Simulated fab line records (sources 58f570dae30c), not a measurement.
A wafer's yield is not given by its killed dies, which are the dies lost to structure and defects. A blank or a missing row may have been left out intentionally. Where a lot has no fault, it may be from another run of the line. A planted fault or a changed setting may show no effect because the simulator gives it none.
Which tool was responsible? || flow berkeleyCmos170 || 42 wafers from 14 lots sampled at 6 of the route's 331 steps

WHAT THE GAUGES READ, wafer by wafer
UCB170_GATE_CD_MEAS_12: the cd target is 350 nm. Usual: cdNm reads 350.3 nm (standard deviation 1.5).
{"lot": "L597", "measured": "day 7 08:16", "on": "cdSem-02", "cdNm (nm)": "351.3 350.5 351.6", "flag": ""}
{"lot": "L598", "measured": "day 8 01:24", "on": "cdSem-01", "cdNm (nm)": "350.6 352.7 350.9", "flag": ""}
{"lot": "L599", "measured": "day 8 01:41", "on": "cdSem-02", "cdNm (nm)": "350.0 348.2 349.9", "flag": ""}
{"lot": "L602", "measured": "day 8 18:49", "on": "cdSem-02", "cdNm (nm)": "348.2 350.8 350.6", "flag": ""}
{"lot": "L603", "measured": "day 8 18:50", "on": "cdSem-01", "cdNm (nm)": "348.8 348.9 349.2", "flag": ""}
{"lot": "L601", "measured": "day 8 19:32", "on": "cdSem-01", "cdNm (nm)": "352.3 353.6 352.7", "flag": ""}
{"lot": "L604", "measured": "day 8 19:39", "on": "cdSem-01", "cdNm (nm)": "350.2 349.6 349.7", "flag": ""}
{"lot": "L607", "measured": "day 9 01:46", "on": "cdSem-02", "cdNm (nm)": "350.5 349.8 351.0", "flag": ""}
{"lot": "L608", "measured": "day 9 15:05", "on": "cdSem-02", "cdNm (nm)": "351.1 350.4 350.5", "flag": ""}
{"lot": "L613", "measured": "day 10 16:28", "on": "cdSem-01", "cdNm (nm)": "349.0 350.2 349.7", "flag": ""}
{"lot": "L614", "measured": "day 10 23:51", "on": "cdSem-02", "cdNm (nm)": "350.2 350.4 349.2", "flag": ""}
{"lot": "L615", "measured": "day 11 00:08", "on": "cdSem-01", "cdNm (nm)": "348.9 347.8 348.2", "flag": ""}
{"lot": "L617", "measured": "day 11 15:24", "on": "cdSem-02", "cdNm (nm)": "350.3 350.6 350.5", "flag": ""}
{"lot": "L620", "measured": "day 11 22:35", "on": "cdSem-01", "cdNm (nm)": "348.7 349.1 349.2", "flag": ""}

UCB170_PLDD_CD_MEAS_06: the cd target is 1200 nm. Usual: cdNm reads 1200.1 nm (standard deviation 1.1).
{"lot": "L597", "measured": "day 7 10:20", "on": "cdSem-02", "cdNm (nm)": "1200.1 1200.9 1200.5", "flag": ""}
{"lot": "L598", "measured": "day 8 03:07", "on": "cdSem-01", "cdNm (nm)": "1199.3 1200.7 1201.8", "flag": ""}
{"lot": "L599", "measured": "day 8 03:23", "on": "cdSem-02", "cdNm (nm)": "1199.8 1200.4 1198.8", "flag": ""}
{"lot": "L602", "measured": "day 8 21:40", "on": "cdSem-02", "cdNm (nm)": "1197.1 1198.1 1198.1", "flag": ""}
{"lot": "L603", "measured": "day 8 22:05", "on": "cdSem-02", "cdNm (nm)": "1200.6 1199.8 1200.3", "flag": ""}
{"lot": "L601", "measured": "day 8 22:10", "on": "cdSem-01", "cdNm (nm)": "1199.9 1200.3 1200.4", "flag": ""}
{"lot": "L604", "measured": "day 8 22:39", "on": "cdSem-01", "cdNm (nm)": "1200.6 1200.1 1201.0", "flag": ""}
{"lot": "L607", "measured": "day 9 03:17", "on": "cdSem-02", "cdNm (nm)": "1199.9 1202.1 1201.8", "flag": ""}
{"lot": "L608", "measured": "day 9 16:47", "on": "cdSem-01", "cdNm (nm)": "1198.3 1198.0 1197.4", "flag": ""}
{"lot": "L613", "measured": "day 10 17:57", "on": "cdSem-01", "cdNm (nm)": "1199.9 1199.6 1200.4", "flag": ""}
{"lot": "L614", "measured": "day 11 01:54", "on": "cdSem-02", "cdNm (nm)": "1199.5 1198.2 1199.9", "flag": ""}
{"lot": "L615", "measured": "day 11 02:41", "on": "cdSem-02", "cdNm (nm)": "1198.8 1200.8 1200.0", "flag": ""}
{"lot": "L617", "measured": "day 11 17:28", "on": "cdSem-01", "cdNm (nm)": "1200.2 1202.2 1200.5", "flag": ""}
{"lot": "L620", "measured": "day 12 01:56", "on": "cdSem-02", "cdNm (nm)": "1199.9 1201.4 1200.4", "flag": ""}

UCB170_PLDD_OVL_MEAS_07. Usual: for PLDD_OVL the level is -3 nm and the standard deviation is 5.8.
{"lot": "L597", "measured": "day 7 10:26", "on": "overlay-02", "PLDD_OVL (nm)": "-9 -4 -8", "flag": ""}
{"lot": "L598", "measured": "day 8 03:13", "on": "overlay-01", "PLDD_OVL (nm)": "3 7 2", "flag": ""}
{"lot": "L599", "measured": "day 8 03:29", "on": "overlay-02", "PLDD_OVL (nm)": "1 -10 -3", "flag": ""}
{"lot": "L602", "measured": "day 8 21:46", "on": "overlay-02", "PLDD_OVL (nm)": "5 1 -3", "flag": ""}
{"lot": "L603", "measured": "day 8 22:12", "on": "overlay-02", "PLDD_OVL (nm)": "-2 -2 -3", "flag": ""}
{"lot": "L601", "measured": "day 8 22:16", "on": "overlay-01", "PLDD_OVL (nm)": "-1 -2 -2", "flag": ""}
{"lot": "L604", "measured": "day 8 22:45", "on": "overlay-02", "PLDD_OVL (nm)": "1 0 -4", "flag": ""}
{"lot": "L607", "measured": "day 9 03:25", "on": "overlay-02", "PLDD_OVL (nm)": "-5 -3 -5", "flag": ""}
{"lot": "L608", "measured": "day 9 16:54", "on": "overlay-01", "PLDD_OVL (nm)": "3 -4 0", "flag": ""}
{"lot": "L613", "measured": "day 10 18:04", "on": "overlay-01", "PLDD_OVL (nm)": "0 -2 0", "flag": ""}
{"lot": "L614", "measured": "day 11 02:01", "on": "overlay-02", "PLDD_OVL (nm)": "-7 -11 -7", "flag": ""}
{"lot": "L615", "measured": "day 11 02:46", "on": "overlay-02", "PLDD_OVL (nm)": "-7 -3 -10", "flag": ""}
{"lot": "L617", "measured": "day 11 17:35", "on": "overlay-01", "PLDD_OVL (nm)": "-2 3 -6", "flag": ""}
{"lot": "L620", "measured": "day 12 02:04", "on": "overlay-02", "PLDD_OVL (nm)": "-3 -5 -10", "flag": ""}

UCB170_PLDD_TW_MEAS_11. Usual: for PLDD_TW the level is 1009 and the standard deviation is 7.9.
{"lot": "L597", "measured": "day 7 10:53", "on": "filmMetro-03", "PLDD_TW": "1010 1011 1009", "flag": ""}
{"lot": "L598", "measured": "day 8 03:40", "on": "filmMetro-01", "PLDD_TW": "1017 1016 1018", "flag": ""}
{"lot": "L599", "measured": "day 8 03:56", "on": "filmMetro-02", "PLDD_TW": "994 994 1001", "flag": ""}
{"lot": "L602", "measured": "day 8 22:13", "on": "filmMetro-01", "PLDD_TW": "1011 1012 1008", "flag": ""}
{"lot": "L603", "measured": "day 8 22:38", "on": "filmMetro-03", "PLDD_TW": "1012 1009 1012", "flag": ""}
{"lot": "L601", "measured": "day 8 22:43", "on": "filmMetro-02", "PLDD_TW": "1002 1003 997", "flag": ""}
{"lot": "L604", "measured": "day 8 23:11", "on": "filmMetro-01", "PLDD_TW": "1013 1016 1014", "flag": ""}
{"lot": "L607", "measured": "day 9 03:51", "on": "filmMetro-03", "PLDD_TW": "948 953 949", "flag": "OFF"}
{"lot": "L608", "measured": "day 9 17:20", "on": "filmMetro-01", "PLDD_TW": "961 962 961", "flag": "OFF"}
{"lot": "L613", "measured": "day 10 18:30", "on": "filmMetro-03", "PLDD_TW": "1014 1006 1010", "flag": ""}
{"lot": "L614", "measured": "day 11 02:27", "on": "filmMetro-02", "PLDD_TW": "997 996 999", "flag": ""}
{"lot": "L615", "measured": "day 11 03:13", "on": "filmMetro-02", "PLDD_TW": "994 1004 991", "flag": ""}
{"lot": "L617", "measured": "day 11 18:01", "on": "filmMetro-01", "PLDD_TW": "1016 1010 1012", "flag": ""}
{"lot": "L620", "measured": "day 12 02:30", "on": "filmMetro-01", "PLDD_TW": "1011 1010 1016", "flag": ""}

UCB170_SDANNEAL_RS_MEAS_04: uses a four-point probe to measure. Usual: for PLDD_RS the level is 1031.5 ohm/sq and the standard deviation is 2.8.
{"lot": "L597", "measured": "day 8 02:01", "on": "filmMetro-01", "PLDD_RS (ohm/sq)": "1032.1 1029.5 1030.1", "flag": ""}
{"lot": "L598", "measured": "day 8 15:53", "on": "filmMetro-03", "PLDD_RS (ohm/sq)": "1031.2 1034.0 1030.5", "flag": ""}
{"lot": "L599", "measured": "day 8 16:11", "on": "filmMetro-02", "PLDD_RS (ohm/sq)": "1030.2 1034.0 1033.3", "flag": ""}
{"lot": "L602", "measured": "day 9 12:11", "on": "filmMetro-02", "PLDD_RS (ohm/sq)": "1036.8 1039.8 1036.0", "flag": ""}
{"lot": "L603", "measured": "day 9 13:02", "on": "filmMetro-02", "PLDD_RS (ohm/sq)": "1033.5 1033.7 1036.0", "flag": ""}
{"lot": "L601", "measured": "day 9 13:14", "on": "filmMetro-03", "PLDD_RS (ohm/sq)": "1031.6 1031.1 1032.1", "flag": ""}
{"lot": "L604", "measured": "day 9 13:38", "on": "filmMetro-02", "PLDD_RS (ohm/sq)": "1029.5 1028.9 1030.7", "flag": ""}
{"lot": "L607", "measured": "day 9 20:21", "on": "filmMetro-02", "PLDD_RS (ohm/sq)": "1050.3 1051.5 1049.7", "flag": "OFF"}
{"lot": "L608", "measured": "day 10 09:21", "on": "filmMetro-03", "PLDD_RS (ohm/sq)": "1048.3 1046.1 1045.3", "flag": "OFF"}
{"lot": "L613", "measured": "day 11 06:33", "on": "filmMetro-01", "PLDD_RS (ohm/sq)": "1033.3 1031.3 1033.7", "flag": ""}
{"lot": "L614", "measured": "day 11 16:19", "on": "filmMetro-03", "PLDD_RS (ohm/sq)": "1034.6 1032.7 1032.6", "flag": ""}
{"lot": "L615", "measured": "day 11 16:44", "on": "filmMetro-02", "PLDD_RS (ohm/sq)": "1034.8 1032.7 1034.2", "flag": ""}
{"lot": "L617", "measured": "day 12 05:10", "on": "filmMetro-03", "PLDD_RS (ohm/sq)": "1027.3 1029.1 1028.6", "flag": ""}
{"lot": "L620", "measured": "day 12 15:29", "on": "filmMetro-02", "PLDD_RS (ohm/sq)": "1040.1 1039.8 1034.8", "flag": ""}

WHICH TOOL RAN EACH LOT (tool, then ch and the chambers of the sampled wafers, then the start)
{"lot": "L597", "UCB170_PLDD_IMPLANT_08": "implanter-04 ch 0, day 7 10:31"}
{"lot": "L598", "UCB170_PLDD_IMPLANT_08": "implanter-04 ch 0, day 8 03:17"}
{"lot": "L599", "UCB170_PLDD_IMPLANT_08": "implanter-01 ch 0, day 8 03:34"}
{"lot": "L602", "UCB170_PLDD_IMPLANT_08": "implanter-04 ch 0, day 8 21:50"}
{"lot": "L603", "UCB170_PLDD_IMPLANT_08": "implanter-03 ch 0, day 8 22:14"}
{"lot": "L601", "UCB170_PLDD_IMPLANT_08": "implanter-01 ch 0, day 8 22:19"}
{"lot": "L604", "UCB170_PLDD_IMPLANT_08": "implanter-03 ch 0, day 8 22:49"}
{"lot": "L607", "UCB170_PLDD_IMPLANT_08": "implanter-01 ch 0, day 9 03:27"}
{"lot": "L608", "UCB170_PLDD_IMPLANT_08": "implanter-01 ch 0, day 9 16:57"}
{"lot": "L613", "UCB170_PLDD_IMPLANT_08": "implanter-04 ch 0, day 10 18:07"}
{"lot": "L614", "UCB170_PLDD_IMPLANT_08": "implanter-03 ch 0, day 11 02:03"}
{"lot": "L615", "UCB170_PLDD_IMPLANT_08": "implanter-04 ch 0, day 11 02:51"}
{"lot": "L617", "UCB170_PLDD_IMPLANT_08": "implanter-04 ch 0, day 11 17:37"}
{"lot": "L620", "UCB170_PLDD_IMPLANT_08": "implanter-04 ch 0, day 12 02:06"}
- UCB170_PLDD_IMPLANT_08

WHAT THE TOOLS THEMSELVES READ (means of the sampled wafers that have a number; where no wafer has one, the mark that the record gives instead)
UCB170_PLDD_IMPLANT_08. Usual: beamEnergyKeV 10.001, standard deviation 0.0029; beamOnS 10.01 s, standard deviation 0.22; faradayCurrentUA 158, standard deviation 3.3.
{"lot": "L597", "tool": "implanter-04", "beamEnergyKeV": 10.002, "beamOnS (s)": 10.07, "faradayCurrentUA": 158, "flag": ""}
{"lot": "L598", "tool": "implanter-04", "beamEnergyKeV": 10.004, "beamOnS (s)": 10.02, "faradayCurrentUA": 159, "flag": ""}
{"lot": "L599", "tool": "implanter-01", "beamEnergyKeV": 10.001, "beamOnS (s)": 9.86, "faradayCurrentUA": 161, "flag": ""}
{"lot": "L602", "tool": "implanter-04", "beamEnergyKeV": 10.004, "beamOnS (s)": 9.96, "faradayCurrentUA": 159, "flag": ""}
{"lot": "L603", "tool": "implanter-03", "beamEnergyKeV": 10.003, "beamOnS (s)": 9.98, "faradayCurrentUA": 159, "flag": ""}
{"lot": "L601", "tool": "implanter-01", "beamEnergyKeV": 10.001, "beamOnS (s)": 9.88, "faradayCurrentUA": 161, "flag": ""}
{"lot": "L604", "tool": "implanter-03", "beamEnergyKeV": 10.002, "beamOnS (s)": 9.83, "faradayCurrentUA": 161, "flag": ""}
{"lot": "L607", "tool": "implanter-01", "beamEnergyKeV": 6.497, "beamOnS (s)": 16.59, "faradayCurrentUA": 96, "flag": "OFF"}
{"lot": "L608", "tool": "implanter-01", "beamEnergyKeV": 6.501, "beamOnS (s)": 16.80, "faradayCurrentUA": 95, "flag": "OFF"}
{"lot": "L613", "tool": "implanter-04", "beamEnergyKeV": 10.001, "beamOnS (s)": 9.83, "faradayCurrentUA": 161, "flag": ""}
{"lot": "L614", "tool": "implanter-03", "beamEnergyKeV": 10.004, "beamOnS (s)": 10.20, "faradayCurrentUA": 156, "flag": ""}
{"lot": "L615", "tool": "implanter-04", "beamEnergyKeV": 10.003, "beamOnS (s)": 10.18, "faradayCurrentUA": 156, "flag": ""}
{"lot": "L617", "tool": "implanter-04", "beamEnergyKeV": 9.999, "beamOnS (s)": 10.10, "faradayCurrentUA": 157, "flag": ""}
{"lot": "L620", "tool": "implanter-04", "beamEnergyKeV": 10.001, "beamOnS (s)": 10.19, "faradayCurrentUA": 156, "flag": ""}

THE ANSWER, worked out from the rows above alone
Rule: take the mean of a lot's wafers that have a number; if it is more than 3 standard deviations from the usual mean, the lot is off. Also off: a lot with no number at a reading for which 4 or more lots have one. All remaining lots with rows at the step are treated as sound. After the gauges, taken in route order, come the tools' own readings; for these a lot's mean is taken, as printed above. The first step at which some lot is off is used, and at that step the reading that is off furthest; a lot without a number counts as furthest.
Off: at UCB170_PLDD_TW_MEAS_11 (PLDD_TW), L607, L608.
If a tool, at a process step before that reading, ran all the lots that are off and no sound lot after the first of them, it fits. Not tried: the gauges at UCB170_PLDD_TW_MEAS_11; whatever is off there is also off at UCB170_PLDD_IMPLANT_08, on other tools, and gauge error can't account for it. One fits: implanter-01 at UCB170_PLDD_IMPLANT_08. A fault onset in the window from L601 (day 8 22:19, its last sound lot) to L607 (day 9 03:27, its first lot off) fits.
The tool's own readings at UCB170_PLDD_IMPLANT_08 bear it out: on the lots that are off they differ by more than 5 times the standard deviation of the sound lots' means. beamEnergyKeV reads 6.499 there against 10.002 on the sound lots; beamOnS reads 16.70 s there against 10.01 s on the sound lots; faradayCurrentUA reads 96 there against 159 on the sound lots.

WHAT THE SIMULATOR HAD PUT IN
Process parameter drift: implanter-01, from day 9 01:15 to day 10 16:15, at UCB170_PLDD_IMPLANT_08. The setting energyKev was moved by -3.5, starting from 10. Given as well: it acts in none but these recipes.
Lots struck among those shown: L607, L608. The rule given above showed the same thing.
